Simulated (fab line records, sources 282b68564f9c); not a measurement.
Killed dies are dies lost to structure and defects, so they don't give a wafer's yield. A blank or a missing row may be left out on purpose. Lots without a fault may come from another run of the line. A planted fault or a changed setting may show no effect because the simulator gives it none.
Split-lot experiment | flow rit_cmos | 5 lots, 23 wafers read, on a route of 202 steps

THE SPLIT
At RIT_ACTIVE_COAT_06 (resist thk 1000 nm), the setting spin_rpm was moved away from the recipe's 3250 rpm on 6 of the 23 wafers read, by -5.4% to +7.5%. The other wafers ran this setting at the recipe's value.

FROM THE SPLIT TO THE READING: what the file shows between them, 4 steps
- RIT_ACTIVE_SOFTBAKE_07: time 60 s
- RIT_ACTIVE_EXPOSE_08: exposes mask M1, target cd 1400 nm
- RIT_ACTIVE_DEVELOP_10: develop time 50 s
- RIT_ACTIVE_HARDBAKE_12: time 60 s

THE READING
NOVOLAK_of_ACTIVE_COAT_06.thk_nm (the simulator's own value, which no gauge read), in nm, at RIT_ACTIVE_ETCH_13 (etches Si3N4 in SF6, stops on SiO2, time 210 s, target depth 210 nm). The file gives no usual value for it. The 17 wafers here that ran the recipe average 652.6 nm, standard deviation 3.2 nm.

wafer  | tool, chamber at the split | spin_rpm as run, rpm | against the recipe | NOVOLAK_of_ACTIVE_COAT_06.thk_nm, nm | against lot-mates on the recipe
L074.1 | litho_track-04, 0          | 3250                 | recipe             | 653.8                                | -
L074.4 | litho_track-04, 0          | 3250                 | recipe             | 654.4                                | -
L074.5 | litho_track-04, 0          | 3250                 | recipe             | 652.2                                | -
L076.1 | litho_track-03, 0          | 3074                 | -5.4%              | 676.6                                | +22.3
L076.2 | litho_track-03, 0          | 3250                 | recipe             | 657.5                                | -
L076.4 | litho_track-03, 0          | 3074                 | -5.4%              | 675.1                                | +20.8
L076.5 | litho_track-03, 0          | 3250                 | recipe             | 651.1                                | -
L076.6 | litho_track-03, 0          | 3074                 | -5.4%              | 677.2                                | +22.9
L077.1 | litho_track-04, 0          | 3250                 | recipe             | 654.1                                | -
L077.3 | litho_track-04, 0          | 3250                 | recipe             | 649.4                                | -
L077.4 | litho_track-04, 0          | 3250                 | recipe             | 655                                  | -
L077.5 | litho_track-04, 0          | 3250                 | recipe             | 652.8                                | -
L077.6 | litho_track-04, 0          | 3250                 | recipe             | 647.8                                | -
L081.1 | litho_track-03, 0          | 3250                 | recipe             | 648.1                                | -
L081.2 | litho_track-03, 0          | 3250                 | recipe             | 650.6                                | -
L081.4 | litho_track-03, 0          | 3250                 | recipe             | 657.7                                | -
L081.5 | litho_track-03, 0          | 3250                 | recipe             | 652.2                                | -
L081.6 | litho_track-03, 0          | 3250                 | recipe             | 658                                  | -
L083.1 | litho_track-03, 0          | 3250                 | recipe             | 648.3                                | -
L083.3 | litho_track-03, 0          | 3250                 | recipe             | 651.3                                | -
L083.4 | litho_track-03, 0          | 3494                 | +7.5%              | 617.6                                | -32.2
L083.5 | litho_track-03, 0          | 3494                 | +7.5%              | 616.9                                | -32.9
L083.6 | litho_track-03, 0          | 3494                 | +7.5%              | 622.1                                | -27.7

THE FIT
A straight line over all 23 wafers: NOVOLAK_of_ACTIVE_COAT_06.thk_nm changes by -4.45 nm for each +1% of spin_rpm; r = -0.98; the points scatter about the line by 3 nm.
The same after taking each lot's own level away (the mean of its wafers on the recipe; 23 wafers): -4.1 nm for each +1%; r = -0.98; scatter 2.8 nm.
On that fit, the largest move of spin_rpm shifts the reading by 31 nm.
The lots' own levels span 649.80 to 654.30 nm, that is 1.4 times the standard deviation above.
So the lot-to-lot level changes the slope little: the two slopes agree.
Check: with one of the wafers moved furthest among these (+7.5%) left out of the fit, the line predicts -30.4 nm for it against its lot-mates. It came out at -32.2 nm against them.

OTHER SPLITS ON THESE WAFERS
These wafers also went through other splits before the reading. Each is held against what the fit with the lots' levels taken away leaves over:
other split on the same wafers | wafers away from the commonest value | r with NOVOLAK_of_ACTIVE_COAT_06.thk_nm (lot level and that fit taken away)
RIT_ACTIVE_CVD_03 time_s       | 10                                   | +0.00

THE WHOLE CHAIN: every reading that the file lists as answering this split, in the file's order
step                   | what it does                                                        | reading                                                                           | change (the file's fit)              | r (the file's)
RIT_ACTIVE_COAT_06     | resist thk 1000 nm                                                  | NOVOLAK_of_ACTIVE_COAT_06.thk_nm (the simulator's own value, which no gauge read) | -4.84 nm for each +1% of the setting | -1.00
RIT_ACTIVE_HARDBAKE_12 | time 60 s                                                           | NOVOLAK_of_ACTIVE_COAT_06.thk_nm (the simulator's own value, which no gauge read) | -4.22 nm for each +1% of the setting | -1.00
RIT_ACTIVE_ETCH_13     | etches Si3N4 in SF6, stops on SiO2, time 210 s, target depth 210 nm | NOVOLAK_of_ACTIVE_COAT_06.thk_nm (the simulator's own value, which no gauge read) | -4.1 nm for each +1% of the setting  | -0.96

THE FILE'S OWN FIT
NOVOLAK_of_ACTIVE_COAT_06.thk_nm changes by -4.1 nm for each +1% of spin_rpm, r = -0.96.
